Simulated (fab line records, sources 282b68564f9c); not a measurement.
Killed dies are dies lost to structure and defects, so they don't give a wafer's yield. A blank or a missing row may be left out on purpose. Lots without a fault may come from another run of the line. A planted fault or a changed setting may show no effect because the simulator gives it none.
fab line records | flow rit_cmos
record lots=5 wafers=15 last_day=7
route steps=202 shown CONTACT@172 M1@184
lots that met no fault: from a run of the same line without faults
start_h: hours from the record's first day to the start of the lot's first wafer shown | wait_h: hours since the lot's step before | " the same as in the row above | L1.1+2: a row that stands for several wafers | - no value, or no start given | * or withheld: withheld | < > ~ a bound
route shown NAME@n: a module of which the file shows steps, and the number in the route of the first | usual: mean/standard deviation of fault-free wafers | same: alike in all rows | chamber/n: place in a boat | sites: the reading at each site | _std_site: their standard deviation | _edge_site: outer sites' mean less inner sites' | radius_mm: how far each site lies from the wafer's centre | mask NAME#n: copy n | behind: the tool/chamber that last shaped the wafer | hold: why the lot was held/for how many hours/how that ended | device: the transistor (n, p or np) that didn't switch | end of line: the same wafers' tests at the end of the route | a step without rows: its recipe alone | killed: dies lost to structure and defects at the first sort, not the wafer's yield | map: a wafer's dies, x killed, . not, _ none there
set.NAME: the setting as run; set.NAME@STEP: as run at that earlier step | model.NAME: the simulator's own value behind a step, which no gauge read
lots at some steps of the route; a table a step, a row a wafer
services: from which hour (start_h, from the record's first day; less than 0 if before it) a tool's chamber was out of use, for how many hours, and why
## steps
# step RIT_CONTACT_SOFTBAKE_04
# recipe resist=NOVOLAK temp_c=90 time_s=60
# step RIT_CONTACT_EXPOSE_05
# recipe mask_id=M11 na=0.6 source_shape=conventional sigma_outer=0.5 target_cd_nm=1000 dose_mj=250
# step RIT_CONTACT_PEB_06
# recipe resist=NOVOLAK temp_c=withheld time_s=withheld
# step RIT_CONTACT_DEVELOP_07
# recipe resist=NOVOLAK develop_time_s=120 dev_temp_c=23
# step RIT_CONTACT_CD_MEAS_08
# recipe target_cd_nm=1000
# usual cd_nm=1000.2/2
# columns lot.wafer tool chamber start_h wait_h cd_nm
L217.1 cd_sem-02 - 61.01 - 1000.6
L217.4 " - " " 1002.1
L217.6 " - " " 997.9
L219.1 cd_sem-02 - 67.35 - 1000.2
L219.3 " - " " 998.7
L219.6 " - " " 998.1
L226.2 cd_sem-02 - 108.93 - 1001.2
L226.4 " - " " 1000.1
L226.6 " - " " 1002.9
L231.1 cd_sem-02 - 130.11 - 997.2
L231.4 " - " " 997.0
L231.6 " - " " 997.4
L238.2 cd_sem-01 - 163.81 - 1003.3
L238.4 " - " " 1001.5
L238.5 " - " " 1003.4
# step RIT_CONTACT_OVL_MEAS_09
# usual CONTACT_OVL=-0.1/1
# columns lot.wafer tool chamber start_h wait_h CONTACT_OVL[nm]
L217.1 overlay-01 - 61.13 0.1 0.8
L217.4 " - " " 0.3
L217.6 " - " " -0.3
L219.1 overlay-01 - 67.47 0.1 0.7
L219.3 " - " " 1.4
L219.6 " - " " -0.1
L226.2 overlay-02 - 109.04 0.1 -0.7
L226.4 " - " " -0.3
L226.6 " - " " -0.6
L231.1 overlay-01 - 130.23 0.1 1.3
L231.4 " - " " 0.9
L231.6 " - " " 1.9
L238.2 overlay-01 - 163.92 0.1 -1.0
L238.4 " - " " 0.0
L238.5 " - " " -1.4
# step RIT_CONTACT_HARDBAKE_10
# recipe resist=NOVOLAK temp_c=140 time_s=60
# step RIT_CONTACT_ETCH_11
# recipe target_depth_a=4800 over_etch_frac=0.2 stop_on=TiSi2 chemistry=CHF3/CF4/Ar target=SiO2 CHF3_flow_sccm=50 cf4_flow_sccm=10 Ar_flow_sccm=100 O2_flow_sccm=5 pressure_mtorr=100 rf_w=200 time_s=320
# usual chamber_pressure_mTorr=100.00/0.094 drypump_motor_current_A=5.5/0.47 oes_product_au=0.991/0.01 rf_fwd_power_W=199.5/0.65 throttle_valve_pct=8.87/0.13
# columns lot.wafer tool chamber start_h wait_h chamber_pressure_mTorr drypump_motor_current_A oes_product_au rf_fwd_power_W rf_hours_counter_h throttle_valve_pct
L217.1 rie_diel-01 1 61.31 0.1 99.84 5.2 0.987 199.4 151 8.80
L217.4 " 0 " " 100.12 4.7 1.002 198.4 162 9.03
L217.6 " 2 " " 100.03 5.7 0.997 200.2 - 8.68
L219.1 rie_diel-03 1 67.65 0.1 99.86 5.3 0.987 199.0 19 9.01
L219.3 " 0 " " 99.93 6.0 0.977 199.4 43 8.93
L219.6 " 1 " " 100.16 5.3 0.995 199.1 - 9.02
L226.2 rie_diel-03 1 109.22 0.1 100.02 5.3 0.986 199.4 20 9.01
L226.4 " 1 " " 99.99 5.3 0.990 199.6 - 9.00
L226.6 " 2 " " 99.84 5.6 0.990 200.8 - 8.86
L231.1 rie_diel-03 2 130.42 0.1 99.95 5.6 0.991 199.1 4 8.87
L231.4 " 3 " " 100.03 6.1 1.013 199.8 0 8.61
L231.6 " 1 " " 99.92 5.3 0.994 200.0 - 9.01
L238.2 rie_diel-01 3 164.10 0.1 100.06 5.0 0.994 198.5 130 8.93
L238.4 " 2 " " 99.87 5.7 0.992 199.3 - 8.68
L238.5 " 0 " " 99.90 4.8 1.009 199.2 - 9.06
# step RIT_CONTACT_STRIP_12
# recipe chemistry=O2 time_s=180 resist=NOVOLAK platen_temp_c=withheld power_w=500 pressure_mtorr=4000 o2_flow_sccm=4000
# usual chamber_pressure_mTorr=4000/3.7 drypump_motor_current_A=5.70/0.3 o2_flow_sccm=4001/11
# columns lot.wafer tool chamber start_h wait_h chamber_pressure_mTorr drypump_motor_current_A o2_flow_sccm rf_hours_counter_h
L217.1 plasma_asher-04 0 61.51 0.1 3997 5.77 3982 41
L217.4 " 1 " " 3998 6.23 4000 -
L217.6 " 0 " " 3996 5.76 4011 -
L219.1 plasma_asher-04 1 67.85 0.1 4005 6.22 3994 42
L219.3 " 0 " " 3999 5.77 4003 -
L219.6 " 1 " " 3998 6.22 4015 -
L226.2 plasma_asher-02 1 109.41 0.1 4007 5.88 3999 48
L226.4 " 0 " " 4012 5.84 4000 -
L226.6 " 1 " " 4004 5.88 3980 -
L231.1 plasma_asher-02 1 130.61 0.1 4001 5.86 3982 52
L231.4 " 0 " " 3996 5.85 3986 -
L231.6 " 1 " " 3995 5.87 4002 -
L238.2 plasma_asher-02 1 164.29 0.1 4004 5.86 4016 55
L238.4 " 0 " " 3998 5.86 4030 -
L238.5 " 0 " " 4013 5.83 4022 -
# step RIT_CONTACT_CD_MEAS_90
# recipe target_cd_nm=1000
# usual cd_nm=1000.2/2.1
# columns lot.wafer tool chamber start_h wait_h cd_nm
L217.1 cd_sem-01 - 61.68 0.1 1000.7
L217.4 " - " " 1002.0
L217.6 " - " " 998.3
L219.1 cd_sem-01 - 68.02 0.1 1001.1
L219.3 " - " " 998.5
L219.6 " - " " 998.5
L226.2 cd_sem-01 - 109.61 0.1 1001.4
L226.4 " - " " 1000.6
L226.6 " - " " 1003.0
L231.1 cd_sem-02 - 130.79 0.1 997.0
L231.4 " - " " 996.9
L231.6 " - " " 998.1
L238.2 cd_sem-02 - 164.49 0.1 1003.2
L238.4 " - " " 1001.8
L238.5 " - " " 1003.3
# step RIT_CONTACT_CLEAN_13
# recipe chemistry=SC1 mix=3:3:50 time_s=600 temp_c=75
# step RIT_CONTACT_CLEAN_14
# recipe chemistry=SC2 mix=3:3:50 time_s=600 temp_c=75 dry=n2_spin
# step RIT_M1_SPUTTER_00
# recipe material=Al target_thk_nm=400 power_w=2000 chamber_pressure_pa=0.4 gas=Ar time_s=500 substrate_temp_c=25
# usual cathode_dc_power_W=2000.0/0.38 throttle_valve_pct=29.9/0.69
# columns lot.wafer tool chamber start_h wait_h cathode_dc_power_W throttle_valve_pct model.Al_of_M1_SPUTTER_00.thk_nm
L217.1 pvd_sputter-03 - 62.15 0.0 2000.2 31.3 399.6
L217.4 " - " " 2000.4 30.2 397.2
L217.6 " - " " 1999.4 30.2 394.5
L219.1 pvd_sputter-03 - 68.49 0.0 1999.7 30.3 399.5
L219.3 " - " " 2000.2 31.2 401.2
L219.6 " - " " 1999.8 31.2 405.3
L226.2 pvd_sputter-04 - 110.06 0.0 1999.6 28.1 389.8
L226.4 " - " " 1999.4 30.0 391.3
L226.6 " - " " 2000.1 29.9 394.7
L231.1 pvd_sputter-03 - 131.26 0.0 2000.0 29.9 402.8
L231.4 " - " " 1960.2 31.5 393.3
L231.6 " - " " 2000.1 30.1 398.4
L238.2 pvd_sputter-01 - 164.94 0.0 1999.4 30.0 399.8
L238.4 " - " " 1999.5 28.8 400.5
L238.5 " - " " 2000.2 29.0 400.8
# step RIT_M1_RS_MEAS_01
# recipe thk_meas_gauge=four-point-probe reads=Al_of_M1_SPUTTER_00
# usual M1_AL_RS=0.0732/0.00077
# columns lot.wafer tool chamber start_h wait_h M1_AL_RS[ohm/sq]
L217.1 film_metro-04 - 62.45 0.1 0.0735
L217.4 " - " " 0.0740
L217.6 " - " " 0.0743
L219.1 film_metro-02 - 68.79 0.1 0.0733
L219.3 " - " " 0.0730
L219.6 " - " " 0.0722
L226.2 film_metro-04 - 110.37 0.2 0.0755
L226.4 " - " " 0.0749
L226.6 " - " " 0.0744
L231.1 film_metro-04 - 131.55 0.1 0.0729
L231.4 " - " " 0.0747
L231.6 " - " " 0.0738
L238.2 film_metro-04 - 165.25 0.2 0.0734
L238.4 " - " " 0.0735
L238.5 " - " " 0.0732
# step RIT_M1_THK_MEAS_02
# recipe thk_meas_gauge=xrf reads=Al_of_M1_SPUTTER_00
# usual M1_AL_THK=402/4.7
# columns lot.wafer tool chamber start_h wait_h M1_AL_THK[nm]
L217.1 film_metro-04 - 62.57 0.1 399
L217.4 " - " " 398
L217.6 " - " " 397
L219.1 film_metro-02 - 68.91 0.1 401
L219.3 " - " " 403
L219.6 " - " " 407
L226.2 film_metro-04 - 110.48 0.1 387
L226.4 " - " " 393
L226.6 " - " " 399
L231.1 film_metro-04 - 131.67 0.1 407
L231.4 " - " " 397
L231.6 " - " " 404
L238.2 film_metro-04 - 165.36 0.1 406
L238.4 " - " " 407
L238.5 " - " " 406
# step RIT_M1_HMDS_03
# recipe prime_time_s=60 prime_temp_c=140
# step RIT_M1_COAT_04
# recipe resist=NOVOLAK spin_rpm=2000 resist_thk_nm=1300
# step RIT_M1_SOFTBAKE_05
# recipe resist=NOVOLAK temp_c=90 time_s=60
# step RIT_M1_EXPOSE_06
# recipe mask_id=M12 na=0.6 source_shape=conventional sigma_outer=0.5 target_cd_nm=2600 dose_mj=250
# step RIT_M1_PEB_07
# recipe resist=NOVOLAK temp_c=withheld time_s=withheld
# step RIT_M1_DEVELOP_08
# recipe resist=NOVOLAK develop_time_s=68 dev_temp_c=23
# step RIT_M1_CD_MEAS_09
# recipe target_cd_nm=2600
# usual cd_nm=2599.4/2.2
# columns lot.wafer tool chamber start_h wait_h cd_nm
L217.1 cd_sem-02 - 63.76 - 2598.7
L217.4 " - " " 2599.7
L217.6 " - " " 2599.3
L219.1 cd_sem-02 - 69.97 - 2599.3
L219.3 " - " " 2596.6
L219.6 " - " " 2596.9
L226.2 cd_sem-02 - 111.56 - 2601.6
L226.4 " - " " 2598.5
L226.6 " - " " 2601.0
L231.1 cd_sem-02 - 132.73 - 2597.4
L231.4 " - " " 2599.2
L231.6 " - " " 2601.1
L238.2 cd_sem-01 - 166.37 - 2598.4
L238.4 " - " " 2600.0
L238.5 " - " " 2599.0
# step RIT_M1_OVL_MEAS_10
# usual M1_OVL=0.8/1.7
# columns lot.wafer tool chamber start_h wait_h M1_OVL[nm]
L217.1 overlay-01 - 63.88 0.1 -0.7
L217.4 " - " " -0.7
L217.6 " - " " 0.1
L219.1 overlay-01 - 70.11 0.1 -0.5
L219.3 " - " " 0.7
L219.6 " - " " -1.0
L226.2 overlay-02 - 111.66 0.1 1.2
L226.4 " - " " 0.6
L226.6 " - " " 0.0
L231.1 overlay-01 - 132.85 0.1 0.1
L231.4 " - " " -0.7
L231.6 " - " " 1.7
L238.2 overlay-01 - 166.47 0.1 -1.5
L238.4 " - " " 1.8
L238.5 " - " " 0.8
# step RIT_M1_HARDBAKE_11
# recipe resist=NOVOLAK temp_c=140 time_s=120
# step RIT_M1_METAL_ETCH_12
# recipe stop_on=SiO2 chemistry=Cl2/BCl3 target=Al time_s=165 over_etch_frac=0.5 pressure_mtorr=100 target_depth_a=6000 rf_w=250 Cl2_flow_sccm=60 bcl3_flow_sccm=50
# usual chamber_pressure_mTorr=99.99/0.09 drypump_motor_current_A=5.6/0.64 oes_product_au=0.777/0.011 rf_fwd_power_W=249.1/0.83 throttle_valve_pct=8.31/0.12
# columns lot.wafer tool chamber start_h wait_h chamber_pressure_mTorr drypump_motor_current_A oes_product_au rf_fwd_power_W rf_hours_counter_h throttle_valve_pct model.M1.feature_depth_nm model.etch.depth_nm
L217.1 rie_metal-04 1 64.38 0.2 100.12 4.9 0.757 248.5 35 8.36 433.1 399.6
L217.4 " 1 " " 99.88 4.8 0.757 248.2 - 8.38 430.8 397.2
L217.6 " 1 " " 100.02 4.9 0.762 248.8 - 8.39 428.1 394.5
L219.1 rie_metal-03 1 70.39 0.2 100.04 4.9 0.781 249.7 1 8.43 432.5 399.5
L219.3 " 1 " " 99.95 5.0 0.784 248.5 - 8.45 434.3 401.2
L219.6 " 0 " " 99.93 5.8 0.785 248.5 - 8.35 437.1 405.3
L226.2 rie_metal-04 1 112.14 0.2 100.01 4.9 0.752 249.0 - 8.37 423.1 389.8
L226.4 " 1 " " 99.95 4.8 0.755 249.4 - 8.38 425 391.3
L226.6 " 1 " " 99.98 4.8 0.754 249.2 - 8.37 428.3 394.7
L231.1 rie_metal-03 1 133.14 0.2 99.89 4.9 0.797 249.2 1 8.45 435.7 402.8
L231.4 " 1 " " 99.91 4.9 0.775 249.8 - 8.43 426.3 393.3
L231.6 " 1 " " 100.13 4.9 0.791 249.9 - 8.43 431.3 398.4
L238.2 rie_metal-03 1 166.75 0.2 100.13 4.9 0.779 249.9 2 8.45 432.3 399.8
L238.4 " 0 " " 100.00 5.8 0.787 250.3 - 8.36 432.3 400.5
L238.5 " 1 " " 100.12 5.0 0.796 250.3 - 8.44 433.1 400.8
# step RIT_M1_STRIP_13
# recipe chemistry=nmp resist=NOVOLAK temp_c=80 time_s=600 dry=n2_spin
# step RIT_M1_PROBE_99
# usual defect_limited_yield=97.4/1.1 killed_at_front_end=6.9/2.9 killed_dies=7.0/2.9 killed_open=3.3/2 killed_short=3.7/2 sort_bin_3_pad_short=0.1/0.22 sort_bin_5_function=1.5/0.81 sort_bin_6_memory=1.0/0.64 sort_n_pass=257.0/2.9 sort_yield_pct=97.4/1.1
# same gross_dies=264 killed_at_M0_to_M3=0 killed_at_M4_up=0 killed_at_back_side=0 killed_at_contacts=0 killed_at_other=0
# columns lot.wafer tool chamber start_h wait_h defect_limited_yield[%] killed_at_front_end killed_dies killed_open killed_short sort_bin_3_pad_short[%] sort_bin_5_function[%] sort_bin_6_memory[%] sort_n_pass sort_yield_pct[%] model.etest.m1.rs_ohm_sq
L217.1 prober-02 - 66.79 0.1 98.9 3 3 1 2 0 0.8 0.4 261.0 98.9 0.0726
L217.4 prober-02 - 66.94 0.2 96.6 9 9 3 6 0.4 2.7 0.4 255.0 96.6 0.07226
L217.6 prober-02 - 67.04 0.2 98.1 5 5 3 2 0 1.1 0.8 259.0 98.1 0.07331
L219.1 prober-02 - 72.64 0.1 97.7 6 6 4 2 0 1.5 0.8 258.0 97.7 0.07255
L219.3 prober-02 - 72.74 0.2 97.3 7 7 7 0 0 1.5 1.1 257.0 97.3 0.07235
L219.6 prober-02 - 72.89 0.2 95.5 12 12 7 5 0.4 2.3 1.9 252.0 95.5 0.07159
L226.2 prober-02 - 114.57 0.1 94.3 15 15 7 8 0.4 3.4 1.9 249.0 94.3 0.07475
L226.4 prober-02 - 114.67 0.2 95.1 13 13 5 8 0.4 2.7 1.9 251.0 95.1 0.07385
L226.6 prober-02 - 114.77 0.2 96.6 9 9 4 5 0 2.7 0.8 255.0 96.6 0.07358
L231.1 prober-01 - 135.41 0.1 97.3 7 7 2 5 0.4 0.4 1.9 257.0 97.3 0.07162
L231.4 prober-01 - 135.56 0.2 98.9 3 3 1 2 0 1.1 0 261.0 98.9 0.07355
L231.6 prober-01 - 135.66 0.2 97.3 7 7 5 2 0 1.9 0.8 257.0 97.3 0.07277
L238.2 prober-01 - 169.11 0.1 97.7 6 6 4 2 0 1.5 0.8 258.0 97.7 0.07226
L238.4 prober-01 - 169.21 0.2 98.5 4 4 2 2 0.4 0.8 0.4 260.0 98.5 0.07247
L238.5 prober-01 - 169.26 0.2 99.2 2 2 1 1 0 0.8 0 262.0 99.2 0.07273
# killed by level:class
L217.1 REOX:geometric_particle:open=1 SPACER:geometric_particle:short=1 SILICIDE:geometric_particle:short=1
L217.4 GATE:geometric_particle:short=2 GATE:geometric_particle:open=2 REOX:geometric_particle:short=2 FOX1:geometric_particle:short=1 FOX2:geometric_particle:open=1 SILICIDE:geometric_particle:short=1
L217.6 GATE:geometric_particle:short=2 SPACER:geometric_particle:open=2 GATE:geometric_particle:open=1
L219.1 FOX1:geometric_particle:short=2 GATE:geometric_particle:open=2 FOX1:geometric_particle:open=1 SPACER:geometric_particle:open=1
L219.3 GATE:geometric_particle:open=4 FOX2:geometric_particle:open=2 SILICIDE:geometric_particle:open=1
L219.6 REOX:geometric_particle:open=3 GATE:geometric_particle:short=2 SPACER:geometric_particle:open=2 FOX1:geometric_particle:open=1 FOX2:geometric_particle:short=1 SPACER:geometric_particle:short=1 SILICIDE:geometric_particle:open=1 SILICIDE:geometric_particle:short=1
L226.2 GATE:geometric_particle:open=4 SPACER:geometric_particle:short=3 FOX1:geometric_particle:short=2 SPACER:geometric_particle:open=2 GATE:geometric_particle:short=1 SILICIDE:geometric_particle:short=1 STARTING-WAFER:geometric_particle:open=1 STARTING-WAFER:geometric_particle:short=1
L226.4 GATE:geometric_particle:short=4 GATE:geometric_particle:open=3 SPACER:geometric_particle:short=2 FOX1:geometric_particle:open=1 FOX2:geometric_particle:open=1 REOX:geometric_particle:short=1 SILICIDE:geometric_particle:short=1
L226.6 FOX1:geometric_particle:short=3 SPACER:geometric_particle:open=2 FOX1:geometric_particle:open=1 GATE:geometric_particle:short=1 GATE:geometric_particle:open=1 SPACER:geometric_particle:short=1
L231.1 GATE:geometric_particle:short=2 SPACER:geometric_particle:short=2 FOX1:geometric_particle:short=1 REOX:geometric_particle:open=1 SPACER:geometric_particle:open=1
L231.4 FOX1:geometric_particle:open=1 GATE:geometric_particle:short=1 REOX:geometric_particle:short=1
L231.6 SPACER:geometric_particle:open=2 FOX1:geometric_particle:short=1 FOX1:geometric_particle:open=1 GATE:geometric_particle:short=1 REOX:geometric_particle:open=1 SILICIDE:geometric_particle:open=1
L238.2 SILICIDE:geometric_particle:open=2 FOX2:geometric_particle:open=1 GATE:geometric_particle:short=1 SPACER:geometric_particle:open=1 SILICIDE:geometric_particle:short=1
L238.4 SPACER:geometric_particle:short=2 FOX2:geometric_particle:open=1 GATE:geometric_particle:open=1
L238.5 FOX1:geometric_particle:open=1 FOX1:geometric_particle:short=1
## services
# columns tool chamber start_h hours kind
pvd_sputter-03 - 39.43 2.6 repair
plasma_asher-04 - 43.96 1.8 repair
plasma_asher-02 - 46.64 0.4 repair
rie_diel-01 - 57.16 2.8 pm
rie_metal-04 0 59.40 90.1 repair
rie_metal-04 1 84.29 11.0 repair
rie_diel-03 3 90.54 - clean
rie_diel-03 3 90.54 23.7 scheduled_down
rie_diel-03 3 90.54 23.7 vent_cycle
rie_diel-03 - 94.00 14.6 pm
rie_diel-01 0 94.53 - clean
rie_diel-01 0 94.53 21.7 scheduled_down
rie_diel-01 0 94.53 21.7 vent_cycle
plasma_asher-04 - 100.62 2.8 pm
plasma_asher-02 - 103.31 2.4 repair
plasma_asher-04 - 108.75 9.0 pm
plasma_asher-04 0 108.75 9.0 vent_cycle
plasma_asher-04 1 108.75 9.0 vent_cycle
plasma_asher-04 - 126.64 2.2 repair
rie_diel-01 3 134.77 19.6 repair
rie_metal-04 - 136.12 20.0 pm
rie_diel-01 2 146.90 9.8 repair
rie_diel-03 2 153.87 3.2 repair
plasma_asher-04 - 166.23 7.6 repair
## key
first_sign step=RIT_M1_SPUTTER_00 reading=cathode_dc_power_W direction=down sigmas=99+ usual=2000.0 struck=1960.2
effect none on later readings
model_effect step=RIT_M1_SPUTTER_00 value=Al_of_M1_SPUTTER_00.thk_nm without=401.4 struck=393.3
model_effect step=RIT_M1_METAL_ETCH_12 value=M1.feature_depth_nm without=434.3 struck=426.3
model_effect step=RIT_M1_PROBE_99 value=etest.m1.rs_ohm_sq without=0.07206 struck=0.07355
met_at RIT_M1_SPUTTER_00
struck_wafers L231.4
onset_between 68.49 131.26
fault kind=process_parameter_drift tool=pvd_sputter-03 chamber=- onset_h=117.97 steps=RIT_M1_SPUTTER_00 channel=power_w offset=-40.384 shape=step end_h=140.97 stated=2000 scope=struck_wafers_only
